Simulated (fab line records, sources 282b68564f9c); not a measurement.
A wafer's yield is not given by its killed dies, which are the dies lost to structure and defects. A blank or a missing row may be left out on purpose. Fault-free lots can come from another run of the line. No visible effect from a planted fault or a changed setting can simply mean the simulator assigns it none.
fab line records | flow ritCmos
record: lots: 14 | wafers: 42 | lastDay: 7
route steps=202 shown M1@188
lots with no fault: from the same line, run without faults
startH: hours from the record's opening day to when the first of the lot's shown wafers began | waitH: how many hours have passed since the lot's step before this one | " identical to the entry in the row above | L1.1+2: several wafers, shown together as one row | - either no value or no given start | * or withheld: withheld | < > ~ a bound
route shown NAME@n: a module of which the file shows steps, and the number in the route of the first | usual: mean and standard deviation over wafers with no fault | same: alike in all rows | chamber/n: place in a boat | sites: readings site by site | _std_site: the standard deviation of these | _edge_site: outer sites' mean less inner sites' | radiusMm: how far each site lies from the wafer's centre | mask NAME#n: copy n | behind: the last tool/chamber to shape the wafer | hold: what put the lot on hold/how long, in hours/how the hold closed | device: the transistor (n, p or np) that didn't switch | end of line: tests of these same wafers at the route's end | a step given without rows: its recipe and nothing more | killed: not the wafer's yield, but the dies lost to structure and defects at the first sort | map: the dies of a wafer, with x for killed, . for not killed, _ for no die there
set.NAME: setting as actually run; set.NAME@STEP: the setting as run at that earlier step | model.NAME: the simulator's own value behind a step, which no gauge read
one table for each step of the route and one row for each wafer, over a sample of lots
== steps ==
step: RIT_M1_COAT_04
recipe: resist: NOVOLAK | spinRpm: 2000 | resistThkNm: 1300
usual: chillPlateTempC: 23.01/0.12 | dispensePressureKPa: 51/4.4
lot.wafer | tool          | chamber | startH | waitH | chillPlateTempC | dispensePressureKPa
L823.3    | lithoTrack-02 | 0       | 58.77  | 0.1   | 23.07           | 49
L823.4    | "             | 0       | "      | "     | 23.28           | 49
L823.5    | "             | 0       | "      | "     | 23.15           | 49
L824.2    | lithoTrack-03 | 0       | 61.81  | 0.1   | 22.98           | 59
L824.4    | "             | 0       | "      | "     | 23.04           | 59
L824.6    | "             | 0       | "      | "     | 22.98           | 59
L825.1    | lithoTrack-02 | 0       | 65.48  | 0.1   | 23.12           | 49
L825.3    | "             | 0       | "      | "     | 23.08           | 49
L825.6    | "             | 0       | "      | "     | 23.06           | 49
L826.2    | lithoTrack-02 | 0       | 72.10  | 0.1   | 22.92           | 49
L826.3    | "             | 0       | "      | "     | 22.97           | 49
L826.5    | "             | 0       | "      | "     | 22.92           | 49
L827.3    | lithoTrack-03 | 0       | 74.01  | 0.1   | 23.29           | 59
L827.4    | "             | 0       | "      | "     | 23.11           | 59
L827.6    | "             | 0       | "      | "     | 23.20           | 59
L828.1    | lithoTrack-01 | -       | 80.57  | 0.1   | -               | -
L828.5    | "             | -       | "      | "     | -               | -
L828.6    | "             | -       | "      | "     | -               | -
L829.2    | lithoTrack-02 | -       | 85.87  | 0.1   | -               | -
L829.3    | "             | -       | "      | "     | -               | -
L829.4    | "             | -       | "      | "     | -               | -
L830.2    | lithoTrack-02 | 0       | 92.58  | 0.1   | 22.91           | 49
L830.4    | "             | 0       | "      | "     | 22.70           | 49
L830.5    | "             | 0       | "      | "     | 22.78           | 49
L838.1    | lithoTrack-02 | 0       | 131.19 | 0.1   | 22.99           | 49
L838.3    | "             | 0       | "      | "     | 22.90           | 49
L838.5    | "             | 0       | "      | "     | 22.90           | 49
L839.3    | lithoTrack-03 | 0       | 135.05 | 0.1   | 23.16           | 59
L839.4    | "             | 0       | "      | "     | 23.07           | 59
L839.6    | "             | 0       | "      | "     | 23.15           | 59
L841.1    | lithoTrack-01 | 0       | 144.02 | 0.1   | 22.96           | 49
L841.5    | "             | 0       | "      | "     | 23.01           | 49
L841.6    | "             | 0       | "      | "     | 22.81           | 49
L842.2    | lithoTrack-02 | 0       | 149.06 | 0.1   | 22.96           | 49
L842.4    | "             | 0       | "      | "     | 23.14           | 49
L842.6    | "             | 0       | "      | "     | 23.00           | 49
L844.1    | lithoTrack-03 | 0       | 158.99 | 0.1   | 23.01           | 59
L844.3    | "             | 0       | "      | "     | 23.10           | 59
L844.4    | "             | 0       | "      | "     | 23.05           | 59
L846.1    | lithoTrack-02 | 0       | 169.04 | 0.1   | 22.95           | 49
L846.2    | "             | 0       | "      | "     | 22.89           | 49
L846.3    | "             | 0       | "      | "     | 22.89           | 49
step: RIT_M1_CD_MEAS_09
recipe: targetCdNm: 2600
usual: cdNm: 2600.6/2.1
lot.wafer | tool     | chamber | startH | waitH | cdNm
L823.3    | cdSem-01 | -       | 59.49  | -     | 2598.5
L823.4    | "        | -       | "      | "     | 2599.8
L823.5    | "        | -       | "      | "     | 2595.4
L824.2    | cdSem-01 | -       | 62.66  | -     | 2598.3
L824.4    | "        | -       | "      | "     | 2600.5
L824.6    | "        | -       | "      | "     | 2599.4
L825.1    | cdSem-02 | -       | 66.21  | -     | 2600.8
L825.3    | "        | -       | "      | "     | 2600.3
L825.6    | "        | -       | "      | "     | 2603.0
L826.2    | cdSem-01 | -       | 72.95  | -     | 2603.7
L826.3    | "        | -       | "      | "     | 2603.1
L826.5    | "        | -       | "      | "     | 2602.8
L827.3    | cdSem-01 | -       | 74.77  | -     | 2600.1
L827.4    | "        | -       | "      | "     | 2599.6
L827.6    | "        | -       | "      | "     | 2600.7
L828.1    | cdSem-01 | -       | 81.42  | -     | -
L828.5    | "        | -       | "      | "     | -
L828.6    | "        | -       | "      | "     | -
L829.2    | cdSem-01 | -       | 86.64  | -     | -
L829.3    | "        | -       | "      | "     | -
L829.4    | "        | -       | "      | "     | -
L830.2    | cdSem-02 | -       | 93.30  | -     | 2601.4
L830.4    | "        | -       | "      | "     | 2601.4
L830.5    | "        | -       | "      | "     | 2601.5
L838.1    | cdSem-01 | -       | 132.05 | -     | 2602.3
L838.3    | "        | -       | "      | "     | 2604.1
L838.5    | "        | -       | "      | "     | 2600.9
L839.3    | cdSem-02 | -       | 135.90 | -     | 2602.0
L839.4    | "        | -       | "      | "     | 2599.6
L839.6    | "        | -       | "      | "     | 2598.3
L841.1    | cdSem-02 | -       | 144.75 | -     | 2596.4
L841.5    | "        | -       | "      | "     | 2598.5
L841.6    | "        | -       | "      | "     | 2598.6
L842.2    | cdSem-01 | -       | 149.79 | -     | 2602.6
L842.4    | "        | -       | "      | "     | 2602.6
L842.6    | "        | -       | "      | "     | 2601.1
L844.1    | cdSem-01 | -       | 159.72 | -     | 2598.2
L844.3    | "        | -       | "      | "     | 2601.4
L844.4    | "        | -       | "      | "     | 2600.0
L846.1    | cdSem-02 | -       | 169.90 | -     | 2599.6
L846.2    | "        | -       | "      | "     | 2598.6
L846.3    | "        | -       | "      | "     | 2597.6
step: RIT_M1_PROBE_99
usual: defectLimitedYield: 97.4/1.2 | killed_at_M0_to_M3: 0.0/0.14 | killedAtContacts: 0.1/0.26 | killedAtFrontEnd: 7/3.2 | killedDies: 7/3.2 | killedOnRim: 1.6/1.2 | killedOpen: 3.2/2.1 | killedShort: 3.7/2.1 | sort_bin_3_pad_short: 0.1/0.2 | sort_bin_5_function: 1.5/0.79 | sort_bin_6_memory: 1.0/0.68 | sortNPass: 257/3.2 | sortYieldPct: 97.4/1.2
same: grossDies: 264 | killed_at_M4_up: 0 | killedAtBackSide: 0 | killedAtOther: 0
lot.wafer | tool      | chamber | startH | waitH | defectLimitedYield[%] | killed_at_M0_to_M3 | killedAtContacts | killedAtFrontEnd | killedDies | killedOnRim | killedOpen | killedShort | sort_bin_3_pad_short[%] | sort_bin_5_function[%] | sort_bin_6_memory[%] | sortNPass | sortYieldPct[%]
L823.3    | prober-02 | -       | 62.93  | 0.2   | 94.3                  | 0                  | 0                | 15               | 15         | 4           | 6          | 9           | 1.1                     | 2.3                    | 2.3                  | 249       | 94.3
L823.4    | prober-02 | -       | 62.98  | 0.2   | 95.5                  | 0                  | 0                | 12               | 12         | 2           | 8          | 4           | 0.4                     | 2.3                    | 1.9                  | 252       | 95.5
L823.5    | prober-02 | -       | 63.03  | 0.2   | 98.1                  | 0                  | 0                | 5                | 5          | 0           | 2          | 3           | 0                       | 1.9                    | 0                    | 259       | 98.1
L824.2    | prober-01 | -       | 65.57  | 0.1   | 97.7                  | 0                  | 0                | 6                | 6          | 2           | 3          | 3           | 0                       | 1.1                    | 1.1                  | 258       | 97.7
L824.4    | prober-01 | -       | 65.67  | 0.2   | 98.1                  | 0                  | 0                | 5                | 5          | 1           | 1          | 4           | 0                       | 0.8                    | 1.1                  | 259       | 98.1
L824.6    | prober-01 | -       | 65.77  | 0.2   | 98.9                  | 0                  | 0                | 3                | 3          | 0           | 2          | 1           | 0                       | 1.1                    | 0                    | 261       | 98.9
L825.1    | prober-02 | -       | 69.21  | 0.1   | 96.6                  | 0                  | 0                | 9                | 9          | 3           | 5          | 4           | 0                       | 2.7                    | 0.8                  | 255       | 96.6
L825.3    | prober-02 | -       | 69.31  | 0.2   | 99.2                  | 0                  | 0                | 2                | 2          | 0           | 0          | 2           | 0                       | 0.4                    | 0.4                  | 262       | 99.2
L825.6    | prober-02 | -       | 69.46  | 0.2   | 98.1                  | 0                  | 0                | 5                | 5          | 2           | 1          | 4           | 0                       | 1.1                    | 0.8                  | 259       | 98.1
L826.2    | prober-01 | -       | 75.95  | 0.1   | 97.7                  | 0                  | 0                | 6                | 6          | 0           | 3          | 3           | 0.4                     | 1.5                    | 0.4                  | 258       | 97.7
L826.3    | prober-01 | -       | 76.00  | 0.2   | 97.3                  | 0                  | 0                | 7                | 7          | 1           | 4          | 3           | 0                       | 1.5                    | 1.1                  | 257       | 97.3
L826.5    | prober-01 | -       | 76.10  | 0.2   | 95.8                  | 0                  | 0                | 11               | 11         | 4           | 3          | 8           | 0                       | 3.0                    | 1.1                  | 253       | 95.8
L827.3    | prober-02 | -       | 77.79  | 0.2   | 93.6                  | 0                  | 2                | 15               | 17         | 3           | 11         | 6           | 0                       | 2.3                    | 4.2                  | 247       | 93.6
L827.4    | prober-02 | -       | 77.84  | 0.2   | 97.0                  | 0                  | 0                | 8                | 8          | 2           | 4          | 4           | 0                       | 1.9                    | 1.1                  | 256       | 97.0
L827.6    | prober-02 | -       | 77.94  | 0.2   | 97.7                  | 0                  | 0                | 6                | 6          | 3           | 3          | 3           | 0                       | 1.1                    | 1.1                  | 258       | 97.7
L828.1    | prober-01 | -       | 84.52  | 0.1   | 0                     | 253                | 0                | 11               | 264        | 70          | 5          | 6           | 0                       | 98.5                   | 1.5                  | 0         | 0
L828.5    | prober-01 | -       | 84.72  | 0.2   | 0                     | 257                | 0                | 7                | 264        | 70          | 4          | 3           | 0                       | 99.6                   | 0.4                  | 0         | 0
L828.6    | prober-01 | -       | 84.77  | 0.2   | 0                     | 258                | 0                | 6                | 264        | 70          | 4          | 2           | 0                       | 99.2                   | 0.8                  | 0         | 0
L829.2    | prober-02 | -       | 89.78  | 0.1   | 0                     | 257                | 0                | 7                | 264        | 70          | 2          | 5           | 0.4                     | 98.9                   | 0.8                  | 0         | 0
L829.3    | prober-02 | -       | 89.83  | 0.2   | 0                     | 254                | 0                | 10               | 264        | 70          | 2          | 7           | 0                       | 98.9                   | 1.1                  | 0         | 0
L829.4    | prober-02 | -       | 89.88  | 0.2   | 0                     | 257                | 0                | 7                | 264        | 70          | 3          | 4           | 0                       | 99.6                   | 0.4                  | 0         | 0
L830.2    | prober-01 | -       | 96.36  | 0.1   | 97.0                  | 0                  | 0                | 8                | 8          | 3           | 3          | 5           | 0                       | 1.9                    | 1.1                  | 256       | 97.0
L830.4    | prober-01 | -       | 96.46  | 0.2   | 96.6                  | 0                  | 0                | 9                | 9          | 1           | 1          | 8           | 0                       | 1.5                    | 1.9                  | 255       | 96.6
L830.5    | prober-01 | -       | 96.51  | 0.2   | 96.6                  | 0                  | 0                | 9                | 9          | 2           | 6          | 3           | 0                       | 1.9                    | 1.5                  | 255       | 96.6
L838.1    | prober-01 | -       | 134.94 | 0.1   | 98.1                  | 0                  | 0                | 5                | 5          | 4           | 2          | 3           | 0                       | 1.1                    | 0.8                  | 259       | 98.1
L838.3    | prober-01 | -       | 135.04 | 0.2   | 97.3                  | 0                  | 0                | 7                | 7          | 0           | 5          | 2           | 0                       | 1.5                    | 1.1                  | 257       | 97.3
L838.5    | prober-01 | -       | 135.14 | 0.2   | 97.7                  | 1                  | 0                | 5                | 6          | 1           | 2          | 4           | 0.4                     | 1.5                    | 0.4                  | 258       | 97.7
L839.3    | prober-02 | -       | 138.66 | 0.2   | 96.2                  | 0                  | 0                | 10               | 10         | 1           | 7          | 3           | 0                       | 2.3                    | 1.5                  | 254       | 96.2
L839.4    | prober-02 | -       | 138.71 | 0.2   | 98.5                  | 0                  | 0                | 4                | 4          | 0           | 2          | 2           | 0                       | 0.4                    | 1.1                  | 260       | 98.5
L839.6    | prober-02 | -       | 138.81 | 0.2   | 98.9                  | 0                  | 0                | 3                | 3          | 2           | 3          | 0           | 0                       | 0.8                    | 0.4                  | 261       | 98.9
L841.1    | prober-02 | -       | 148.63 | 0.1   | 99.2                  | 0                  | 0                | 2                | 2          | 1           | 1          | 1           | 0                       | 0.4                    | 0.4                  | 262       | 99.2
L841.5    | prober-02 | -       | 148.83 | 0.2   | 98.5                  | 0                  | 0                | 4                | 4          | 3           | 2          | 2           | 0.4                     | 0.8                    | 0.4                  | 260       | 98.5
L841.6    | prober-02 | -       | 148.88 | 0.2   | 95.8                  | 0                  | 0                | 11               | 11         | 3           | 6          | 5           | 0.4                     | 2.3                    | 1.5                  | 253       | 95.8
L842.2    | prober-01 | -       | 153.72 | 0.1   | 95.8                  | 0                  | 0                | 11               | 11         | 3           | 5          | 5           | 0                       | 2.7                    | 1.5                  | 253       | 95.8
L842.4    | prober-01 | -       | 153.82 | 0.2   | 93.9                  | 0                  | 0                | 16               | 16         | 5           | 8          | 8           | 0.4                     | 3.0                    | 2.7                  | 248       | 93.9
L842.6    | prober-01 | -       | 153.92 | 0.2   | 97.0                  | 0                  | 0                | 8                | 8          | 1           | 2          | 5           | 0                       | 1.9                    | 1.1                  | 256       | 97.0
L844.1    | prober-01 | -       | 162.38 | 0.1   | 97.7                  | 0                  | 0                | 6                | 6          | 1           | 2          | 4           | 0                       | 0.8                    | 1.5                  | 258       | 97.7
L844.3    | prober-01 | -       | 162.48 | 0.2   | 97.3                  | 0                  | 0                | 7                | 7          | 0           | 4          | 3           | 0                       | 1.5                    | 1.1                  | 257       | 97.3
L844.4    | prober-01 | -       | 162.53 | 0.2   | 98.5                  | 0                  | 1                | 3                | 4          | 0           | 3          | 1           | 0                       | 1.1                    | 0.4                  | 260       | 98.5
L846.1    | prober-01 | -       | 172.69 | 0.1   | 98.1                  | 0                  | 0                | 5                | 5          | 1           | 5          | 0           | 0                       | 1.1                    | 0.8                  | 259       | 98.1
L846.2    | prober-01 | -       | 172.74 | 0.1   | 97.3                  | 0                  | 0                | 7                | 7          | 3           | 3          | 4           | 0.4                     | 2.3                    | 0                    | 257       | 97.3
L846.3    | prober-01 | -       | 172.79 | 0.2   | 97.7                  | 0                  | 0                | 6                | 6          | 1           | 2          | 4           | 0                       | 1.1                    | 1.1                  | 258       | 97.7
killed by level:class
L823.3 GATE:geometricParticle:short=3 SPACER:geometricParticle:short=3 FOX1:geometricParticle:open=2 GATE:geometricParticle:open=2 FOX1:geometricParticle:short=1 REOX:geometricParticle:short=1 REOX:geometricParticle:open=1 SILICIDE:geometricParticle:short=1
L823.4 GATE:geometricParticle:short=4 GATE:geometricParticle:open=3 SPACER:geometricParticle:open=3 FOX1:geometricParticle:open=1 SILICIDE:geometricParticle:open=1
L823.5 FOX1:geometricParticle:short=2 SILICIDE:geometricParticle:open=1 REOX:geometricParticle:short=1 SPACER:geometricParticle:open=1
L824.2 REOX:geometricParticle:open=2 FOX2:geometricParticle:short=1 REOX:geometricParticle:short=1 SPACER:geometricParticle:open=1 SPACER:geometricParticle:short=1
L824.4 FOX1:geometricParticle:short=1 FOX2:geometricParticle:short=1 GATE:geometricParticle:short=1 GATE:geometricParticle:open=1 SPACER:geometricParticle:short=1
L824.6 FOX2:geometricParticle:open=2 REOX:geometricParticle:short=1
L825.1 GATE:geometricParticle:open=2 SPACER:geometricParticle:short=2 FOX1:geometricParticle:open=1 FOX2:geometricParticle:short=1 FOX2:geometricParticle:open=1 GATE:geometricParticle:short=1 SPACER:geometricParticle:open=1
L825.3 GATE:geometricParticle:short=2
L825.6 GATE:geometricParticle:short=2 FOX1:geometricParticle:short=1 FOX1:geometricParticle:open=1 REOX:geometricParticle:short=1
L826.2 GATE:geometricParticle:open=3 GATE:geometricParticle:short=2 SPACER:geometricParticle:short=1
L826.3 GATE:geometricParticle:short=2 REOX:geometricParticle:open=2 FOX2:geometricParticle:open=1 GATE:geometricParticle:open=1 REOX:geometricParticle:short=1
L826.5 GATE:geometricParticle:short=3 SPACER:geometricParticle:short=3 GATE:geometricParticle:open=2 FOX2:geometricParticle:short=1 REOX:geometricParticle:short=1 REOX:geometricParticle:open=1
L827.3 SPACER:geometricParticle:open=6 FOX1:geometricParticle:short=2 REOX:geometricParticle:short=2 CONTACT:geometricParticle:open=2 FOX1:geometricParticle:open=1 GATE:geometricParticle:open=1 GATE:geometricParticle:short=1 SPACER:geometricParticle:short=1
L827.4 GATE:geometricParticle:open=3 SILICIDE:geometricParticle:short=2 FOX2:geometricParticle:open=1 GATE:geometricParticle:short=1 SPACER:geometricParticle:short=1
L827.6 GATE:geometricParticle:short=1 GATE:geometricParticle:open=1 REOX:geometricParticle:open=1 REOX:geometricParticle:short=1 SPACER:geometricParticle:open=1 SILICIDE:geometricParticle:short=1
L828.1 M1:areaExpose=253 GATE:geometricParticle:short=4 GATE:geometricParticle:open=3 SPACER:geometricParticle:open=2 FOX1:geometricParticle:short=1 SPACER:geometricParticle:short=1
L828.5 M1:areaExpose=257 GATE:geometricParticle:short=2 GATE:geometricParticle:open=2 REOX:geometricParticle:open=1 SPACER:geometricParticle:open=1 SILICIDE:geometricParticle:short=1
L828.6 M1:areaExpose=258 SPACER:geometricParticle:open=2 FOX1:geometricParticle:open=1 FOX2:geometricParticle:short=1 GATE:geometricParticle:open=1 GATE:geometricParticle:short=1
L829.2 M1:areaExpose=257 FOX1:geometricParticle:short=3 GATE:geometricParticle:open=1 GATE:geometricParticle:short=1 REOX:geometricParticle:short=1 REOX:geometricParticle:open=1
L829.3 M1:areaExpose=254 FOX1:geometricParticle:short=3 GATE:geometricParticle:short=2 FOX2:geometricParticle:short=1 GATE:geometricParticle:open=1 SILICIDE:geometricParticle:open=1 SILICIDE:geometricParticle:short=1 ACTIVE:coatMicrobubblePrinted=1
L829.4 M1:areaExpose=257 GATE:geometricParticle:short=2 SILICIDE:geometricParticle:open=2 FOX1:geometricParticle:open=1 REOX:geometricParticle:short=1 SILICIDE:geometricParticle:short=1
L830.2 FOX1:geometricParticle:short=3 FOX2:geometricParticle:open=1 GATE:geometricParticle:open=1 REOX:geometricParticle:open=1 SPACER:geometricParticle:short=1 SILICIDE:geometricParticle:short=1
L830.4 GATE:geometricParticle:short=5 FOX2:geometricParticle:short=2 FOX1:geometricParticle:open=1 SILICIDE:geometricParticle:short=1
L830.5 GATE:geometricParticle:open=3 SILICIDE:geometricParticle:short=2 FOX2:geometricParticle:open=1 GATE:geometricParticle:short=1 REOX:geometricParticle:open=1 SPACER:geometricParticle:open=1
L838.1 GATE:geometricParticle:short=1 GATE:geometricParticle:open=1 REOX:geometricParticle:short=1 SPACER:geometricParticle:open=1 SPACER:geometricParticle:short=1
L838.3 FOX1:geometricParticle:open=3 FOX1:geometricParticle:short=2 GATE:geometricParticle:open=2
L838.5 FOX1:geometricParticle:short=1 GATE:geometricParticle:short=1 GATE:geometricParticle:open=1 REOX:geometricParticle:open=1 SPACER:geometricParticle:short=1 M1:geometricParticle:short=1
L839.3 GATE:geometricParticle:open=4 REOX:geometricParticle:short=2 REOX:geometricParticle:open=2 GATE:geometricParticle:short=1 SPACER:geometricParticle:open=1
L839.4 FOX1:geometricParticle:short=1 GATE:geometricParticle:open=1 REOX:geometricParticle:short=1 SPACER:geometricParticle:open=1
L839.6 GATE:geometricParticle:open=2 SILICIDE:geometricParticle:open=1
L841.1 SILICIDE:geometricParticle:open=1 SILICIDE:geometricParticle:short=1
L841.5 GATE:geometricParticle:open=1 GATE:geometricParticle:short=1 REOX:geometricParticle:short=1 SPACER:geometricParticle:open=1
L841.6 SILICIDE:geometricParticle:short=3 SILICIDE:geometricParticle:open=3 GATE:geometricParticle:open=2 ACTIVE:geometricParticle:short=1 GATE:geometricParticle:short=1 REOX:geometricParticle:open=1
L842.2 GATE:geometricParticle:open=2 GATE:geometricParticle:short=2 FOX1:geometricParticle:short=1 FOX2:geometricParticle:open=1 FOX2:geometricParticle:short=1 REOX:geometricParticle:open=1 SILICIDE:geometricParticle:open=1 SILICIDE:geometricParticle:short=1
L842.4 FOX2:geometricParticle:short=3 FOX2:geometricParticle:open=3 GATE:geometricParticle:short=2 GATE:geometricParticle:open=2 REOX:geometricParticle:short=2 FOX1:geometricParticle:open=1 REOX:geometricParticle:open=1 SPACER:geometricParticle:short=1
L842.6 GATE:geometricParticle:short=2 REOX:geometricParticle:short=2 GATE:geometricParticle:open=1 REOX:geometricParticle:open=1 SPACER:geometricParticle:short=1 PSD:coatMicrobubblePrinted=1
L844.1 GATE:geometricParticle:short=3 GATE:geometricParticle:open=1 SPACER:geometricParticle:short=1 SILICIDE:geometricParticle:open=1
L844.3 GATE:geometricParticle:open=2 FOX1:geometricParticle:short=1 GATE:geometricParticle:short=1 REOX:geometricParticle:open=1 SILICIDE:geometricParticle:short=1 SILICIDE:geometricParticle:open=1
L844.4 GATE:geometricParticle:open=2 SPACER:geometricParticle:short=1 CONTACT:geometricParticle:open=1
L846.1 FOX1:geometricParticle:open=2 GATE:geometricParticle:open=2 REOX:geometricParticle:open=1
L846.2 GATE:geometricParticle:open=2 GATE:geometricParticle:short=2 FOX1:geometricParticle:short=1 SPACER:geometricParticle:short=1 SPACER:geometricParticle:open=1
L846.3 GATE:geometricParticle:short=3 GATE:geometricParticle:open=2 SILICIDE:geometricParticle:short=1
== key ==
firstSign: step: RIT_M1_COAT_04 | reading: toolRecord | direction: missing
effect: step: RIT_M1_CD_MEAS_09 | reading: cdNm | direction: missing
effect: step: RIT_M1_PROBE_99 | reading: killed_at_M0_to_M3 | direction: up | sigmas: 99+ | usual: 0.0 | struck: 256
moreKillsBornAt: RIT_M1_EXPOSE_06@ilineStepper-01: 1536
metAt RIT_M1_COAT_04
struckLots L828,L829
laterRowsLeftOut L828.1,L828.5,L828.6,L829.2,L829.3,L829.4
onsetBetween 72.10 80.57
fault: kind: skippedStepWhole | tool: lithoTrack-01,lithoTrack-02 | chamber: - | onsetH: 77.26 | steps: RIT_M1_COAT_04 | scope: struckLotsOnly
laterRowsLeftOut: the simulator's readings of these wafers behind a module that went badly wrong aren't trusted and aren't shown, but for the sort
